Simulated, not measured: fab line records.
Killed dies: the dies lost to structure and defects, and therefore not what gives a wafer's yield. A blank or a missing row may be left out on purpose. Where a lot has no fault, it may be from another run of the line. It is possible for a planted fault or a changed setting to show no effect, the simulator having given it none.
The tool behind it: which one? || flow berkeley cmos170 || 45 wafers from 15 lots sampled at 4 of the route's 331 steps

## WHAT THE GAUGES SHOWED, per wafer
UCB170_ACTIVE_CD_MEAS_13 targets a cd of 1200 nm. Usual: 1200.2 nm for cd nm, sd 1.7.
{"lot": "L252", "measured": "day 4 07:20", "on": "cd sem-02", "cd nm (nm)": "1200.4 1199.4 1198.4", "flag": ""}
{"lot": "L253", "measured": "day 4 10:23", "on": "cd sem-02", "cd nm (nm)": "1203.1 1202.8 1204.2", "flag": ""}
{"lot": "L254", "measured": "day 4 10:13", "on": "cd sem-01", "cd nm (nm)": "1198.0 1197.6 1199.3", "flag": ""}
{"lot": "L255", "measured": "day 4 18:27", "on": "cd sem-02", "cd nm (nm)": "1202.9 1203.4 1202.0", "flag": ""}
{"lot": "L256", "measured": "day 4 18:41", "on": "cd sem-02", "cd nm (nm)": "1200.1 1199.6 1199.8", "flag": ""}
{"lot": "L259", "measured": "day 5 17:28", "on": "cd sem-01", "cd nm (nm)": "1199.1 1199.2 1200.0", "flag": ""}
{"lot": "L262", "measured": "day 6 03:11", "on": "cd sem-02", "cd nm (nm)": "1200.1 1200.6 1199.9", "flag": ""}
{"lot": "L264", "measured": "day 6 11:54", "on": "cd sem-02", "cd nm (nm)": "1201.2 1200.6 1200.2", "flag": ""}
{"lot": "L265", "measured": "day 7 04:28", "on": "cd sem-01", "cd nm (nm)": "1199.5 1199.5 1200.1", "flag": ""}
{"lot": "L267", "measured": "day 7 08:31", "on": "cd sem-02", "cd nm (nm)": "1198.3 1196.9 1197.9", "flag": ""}
{"lot": "L268", "measured": "day 7 14:20", "on": "cd sem-02", "cd nm (nm)": "1200.3 1199.0 1199.1", "flag": ""}
{"lot": "L269", "measured": "day 7 14:28", "on": "cd sem-02", "cd nm (nm)": "1201.4 1201.2 1202.2", "flag": ""}
{"lot": "L270", "measured": "day 8 05:43", "on": "cd sem-02", "cd nm (nm)": "1200.1 1200.7 1198.9", "flag": ""}
{"lot": "L272", "measured": "day 8 05:05", "on": "cd sem-01", "cd nm (nm)": "1199.5 1199.8 1198.4", "flag": ""}
{"lot": "L274", "measured": "day 8 19:58", "on": "cd sem-01", "cd nm (nm)": "1201.3 1202.4 1202.5", "flag": ""}

UCB170_GATE_CD_MEAS_12 targets a cd of 350 nm. Usual: 350.4 nm for cd nm, sd 1.4.
{"lot": "L252", "measured": "day 6 04:34", "on": "cd sem-02", "cd nm (nm)": "349.4 350.1 348.9", "flag": ""}
{"lot": "L253", "measured": "day 6 05:19", "on": "cd sem-02", "cd nm (nm)": "350.7 352.8 352.3", "flag": ""}
{"lot": "L254", "measured": "day 6 08:20", "on": "cd sem-02", "cd nm (nm)": "350.3 351.1 350.4", "flag": ""}
{"lot": "L255", "measured": "day 6 12:16", "on": "cd sem-01", "cd nm (nm)": "349.2 348.7 348.9", "flag": ""}
{"lot": "L256", "measured": "day 6 12:32", "on": "cd sem-01", "cd nm (nm)": "350.4 351.4 350.6", "flag": ""}
{"lot": "L259", "measured": "day 7 16:13", "on": "cd sem-01", "cd nm (nm)": "348.7 349.3 348.9", "flag": ""}
{"lot": "L262", "measured": "day 7 22:45", "on": "cd sem-02", "cd nm (nm)": "351.9 350.7 352.5", "flag": ""}
{"lot": "L264", "measured": "day 8 08:07", "on": "cd sem-02", "cd nm (nm)": "350.8 350.3 351.0", "flag": ""}
{"lot": "L265", "measured": "day 9 05:31", "on": "cd sem-02", "cd nm (nm)": "350.0 352.2 351.8", "flag": ""}
{"lot": "L267", "measured": "day 9 05:24", "on": "cd sem-02", "cd nm (nm)": "352.3 353.3 351.5", "flag": ""}
{"lot": "L268", "measured": "day 9 10:44", "on": "cd sem-01", "cd nm (nm)": "351.7 352.4 352.1", "flag": ""}
{"lot": "L269", "measured": "day 9 10:45", "on": "cd sem-02", "cd nm (nm)": "349.8 349.0 350.0", "flag": ""}
{"lot": "L270", "measured": "day 10 07:09", "on": "cd sem-01", "cd nm (nm)": "351.0 352.3 350.3", "flag": ""}
{"lot": "L272", "measured": "day 10 07:29", "on": "cd sem-01", "cd nm (nm)": "350.6 350.8 350.8", "flag": ""}
{"lot": "L274", "measured": "day 10 18:11", "on": "cd sem-02", "cd nm (nm)": "349.4 350.9 351.0", "flag": ""}

## WHICH TOOL RAN EACH LOT (tool, then ch and the chambers of the sampled wafers, then the start)
{"lot": "L252", "UCB170_ZERO_STRIP_07": "plasma asher-02 ch 0,1, day 1 18:34", "UCB170_PWELL_IMPLANT_15": "implanter-03 ch 0, day 2 22:05"}
{"lot": "L253", "UCB170_ZERO_STRIP_07": "plasma asher-03 ch 1, day 1 22:05", "UCB170_PWELL_IMPLANT_15": "implanter-02 ch 0, day 3 05:56"}
{"lot": "L254", "UCB170_ZERO_STRIP_07": "plasma asher-04 ch 0,1, day 2 03:00", "UCB170_PWELL_IMPLANT_15": "implanter-03 ch 0, day 3 05:37"}
{"lot": "L255", "UCB170_ZERO_STRIP_07": "plasma asher-02 ch 0,1, day 2 11:40", "UCB170_PWELL_IMPLANT_15": "implanter-02 ch 0, day 3 16:30"}
{"lot": "L256", "UCB170_ZERO_STRIP_07": "plasma asher-04 ch 0,1, day 2 15:49", "UCB170_PWELL_IMPLANT_15": "implanter-03 ch 0, day 3 16:31"}
{"lot": "L259", "UCB170_ZERO_STRIP_07": "plasma asher-03 ch 0,1, day 3 03:56", "UCB170_PWELL_IMPLANT_15": "implanter-02 ch 0, day 4 09:21"}
{"lot": "L262", "UCB170_ZERO_STRIP_07": "plasma asher-02 ch 0,1, day 3 22:24", "UCB170_PWELL_IMPLANT_15": "implanter-04 ch 0, day 5 02:25"}
{"lot": "L264", "UCB170_ZERO_STRIP_07": "plasma asher-03 ch 0,1, day 4 04:20", "UCB170_PWELL_IMPLANT_15": "implanter-03 ch 0, day 5 09:52"}
{"lot": "L265", "UCB170_ZERO_STRIP_07": "plasma asher-03 ch 0,1, day 4 11:23", "UCB170_PWELL_IMPLANT_15": "implanter-04 ch 0, day 5 18:35"}
{"lot": "L267", "UCB170_ZERO_STRIP_07": "plasma asher-04 ch 0,1, day 4 20:31", "UCB170_PWELL_IMPLANT_15": "implanter-04 ch 0, day 5 21:49"}
{"lot": "L268", "UCB170_ZERO_STRIP_07": "plasma asher-02 ch 0,1, day 5 03:04", "UCB170_PWELL_IMPLANT_15": "implanter-04 ch 0, day 6 07:30"}
{"lot": "L269", "UCB170_ZERO_STRIP_07": "plasma asher-04 ch 1, day 5 09:56", "UCB170_PWELL_IMPLANT_15": "implanter-03 ch 0, day 6 15:44"}
{"lot": "L270", "UCB170_ZERO_STRIP_07": "plasma asher-02 ch 1, day 5 15:10", "UCB170_PWELL_IMPLANT_15": "implanter-03 ch 0, day 7 00:29"}
{"lot": "L272", "UCB170_ZERO_STRIP_07": "plasma asher-02 ch 0,1, day 5 20:56", "UCB170_PWELL_IMPLANT_15": "implanter-02 ch 0, day 7 00:44"}
{"lot": "L274", "UCB170_ZERO_STRIP_07": "plasma asher-04 ch 0,1, day 6 08:31", "UCB170_PWELL_IMPLANT_15": "implanter-02 ch 0, day 7 20:55"}
- UCB170_ZERO_STRIP_07: strips in O2.
- UCB170_PWELL_IMPLANT_15

## AS READ BY THE TOOLS THEMSELVES (means over the sampled wafers that have a number; for cases with no such wafer, the mark the record gives instead)
UCB170_ZERO_STRIP_07. Usual: drypump motor current A 6.0 A, standard deviation 0.47; oes product au 0.727 a.u., standard deviation 0.0051; strip time to endpoint s 21.50 s, standard deviation 0.058.
{"lot": "L252", "tool": "plasma asher-02", "drypump motor current A (A)": 6.1, "oes product au (a.u.)": 0.729, "strip time to endpoint s (s)": 21.50, "flag": ""}
{"lot": "L253", "tool": "plasma asher-03", "drypump motor current A (A)": 6.5, "oes product au (a.u.)": 0.725, "strip time to endpoint s (s)": 21.52, "flag": ""}
{"lot": "L254", "tool": "plasma asher-04", "drypump motor current A (A)": 5.9, "oes product au (a.u.)": 0.728, "strip time to endpoint s (s)": 21.62, "flag": ""}
{"lot": "L255", "tool": "plasma asher-02", "drypump motor current A (A)": 6.1, "oes product au (a.u.)": 0.732, "strip time to endpoint s (s)": 21.51, "flag": ""}
{"lot": "L256", "tool": "plasma asher-04", "drypump motor current A (A)": 6.0, "oes product au (a.u.)": 0.726, "strip time to endpoint s (s)": 21.48, "flag": ""}
{"lot": "L259", "tool": "plasma asher-03", "drypump motor current A (A)": 5.8, "oes product au (a.u.)": 0.725, "strip time to endpoint s (s)": 21.41, "flag": ""}
{"lot": "L262", "tool": "plasma asher-02", "drypump motor current A (A)": 6.1, "oes product au (a.u.)": 0.730, "strip time to endpoint s (s)": 21.49, "flag": ""}
{"lot": "L264", "tool": "plasma asher-03", "drypump motor current A (A)": 6.2, "oes product au (a.u.)": 0.724, "strip time to endpoint s (s)": 21.59, "flag": ""}
{"lot": "L265", "tool": "plasma asher-03", "drypump motor current A (A)": 6.1, "oes product au (a.u.)": 0.728, "strip time to endpoint s (s)": 21.52, "flag": ""}
{"lot": "L267", "tool": "plasma asher-04", "drypump motor current A (A)": 5.9, "oes product au (a.u.)": 0.731, "strip time to endpoint s (s)": 21.57, "flag": ""}
{"lot": "L268", "tool": "plasma asher-02", "drypump motor current A (A)": 6.1, "oes product au (a.u.)": 0.728, "strip time to endpoint s (s)": 21.56, "flag": ""}
{"lot": "L269", "tool": "plasma asher-04", "drypump motor current A (A)": 6.2, "oes product au (a.u.)": 0.725, "strip time to endpoint s (s)": 21.54, "flag": ""}
{"lot": "L270", "tool": "plasma asher-02", "drypump motor current A (A)": 6.6, "oes product au (a.u.)": 0.715, "strip time to endpoint s (s)": 21.46, "flag": ""}
{"lot": "L272", "tool": "plasma asher-02", "drypump motor current A (A)": 6.4, "oes product au (a.u.)": 0.720, "strip time to endpoint s (s)": 21.40, "flag": ""}
{"lot": "L274", "tool": "plasma asher-04", "drypump motor current A (A)": 6.0, "oes product au (a.u.)": 0.731, "strip time to endpoint s (s)": 21.55, "flag": ""}

UCB170_PWELL_IMPLANT_15. Usual: dose ions cm2 5e+12, standard deviation 6.1e+09; end station pressure torr 5.03e-06 Torr, standard deviation 2.6e-07.
{"lot": "L252", "tool": "implanter-03", "dose ions cm2": 5e+12, "end station pressure torr (Torr)": 4.97e-06, "flag": ""}
{"lot": "L253", "tool": "implanter-02", "dose ions cm2": 5e+12, "end station pressure torr (Torr)": 5.03e-06, "flag": ""}
{"lot": "L254", "tool": "implanter-03", "dose ions cm2": 5e+12, "end station pressure torr (Torr)": 5.12e-06, "flag": ""}
{"lot": "L255", "tool": "implanter-02", "dose ions cm2": 5e+12, "end station pressure torr (Torr)": 5.20e-06, "flag": ""}
{"lot": "L256", "tool": "implanter-03", "dose ions cm2": 5e+12, "end station pressure torr (Torr)": 4.99e-06, "flag": ""}
{"lot": "L259", "tool": "implanter-02", "dose ions cm2": 5e+12, "end station pressure torr (Torr)": 4.91e-06, "flag": ""}
{"lot": "L262", "tool": "implanter-04", "dose ions cm2": 5e+12, "end station pressure torr (Torr)": 5.13e-06, "flag": ""}
{"lot": "L264", "tool": "implanter-03", "dose ions cm2": 5e+12, "end station pressure torr (Torr)": 4.98e-06, "flag": ""}
{"lot": "L265", "tool": "implanter-04", "dose ions cm2": 5e+12, "end station pressure torr (Torr)": 4.93e-06, "flag": ""}
{"lot": "L267", "tool": "implanter-04", "dose ions cm2": 5e+12, "end station pressure torr (Torr)": 4.83e-06, "flag": ""}
{"lot": "L268", "tool": "implanter-04", "dose ions cm2": 5e+12, "end station pressure torr (Torr)": 4.80e-06, "flag": ""}
{"lot": "L269", "tool": "implanter-03", "dose ions cm2": 5e+12, "end station pressure torr (Torr)": 5.00e-06, "flag": ""}
{"lot": "L270", "tool": "implanter-03", "dose ions cm2": 5e+12, "end station pressure torr (Torr)": 5.00e-06, "flag": ""}
{"lot": "L272", "tool": "implanter-02", "dose ions cm2": 5e+12, "end station pressure torr (Torr)": 5.04e-06, "flag": ""}
{"lot": "L274", "tool": "implanter-02", "dose ions cm2": 5e+12, "end station pressure torr (Torr)": 4.99e-06, "flag": ""}

## THE ANSWER, worked out from the rows above alone
Rule: a lot is off if the mean of its wafers that have a number lies more than 3 standard deviations from the usual mean. Also off: a lot with no number at a reading for which 4 or more lots have one. All remaining lots with rows at the step are treated as sound. First the gauges in route order, then the tools' own readings, where a lot's mean is used as printed above. At the first step where some lot is off, the reading lying furthest off is the one used; lots without a number count as furthest.
No lot is off at any reading shown: from this, nothing can be told.

## WHAT THE SIMULATOR HAD PUT IN
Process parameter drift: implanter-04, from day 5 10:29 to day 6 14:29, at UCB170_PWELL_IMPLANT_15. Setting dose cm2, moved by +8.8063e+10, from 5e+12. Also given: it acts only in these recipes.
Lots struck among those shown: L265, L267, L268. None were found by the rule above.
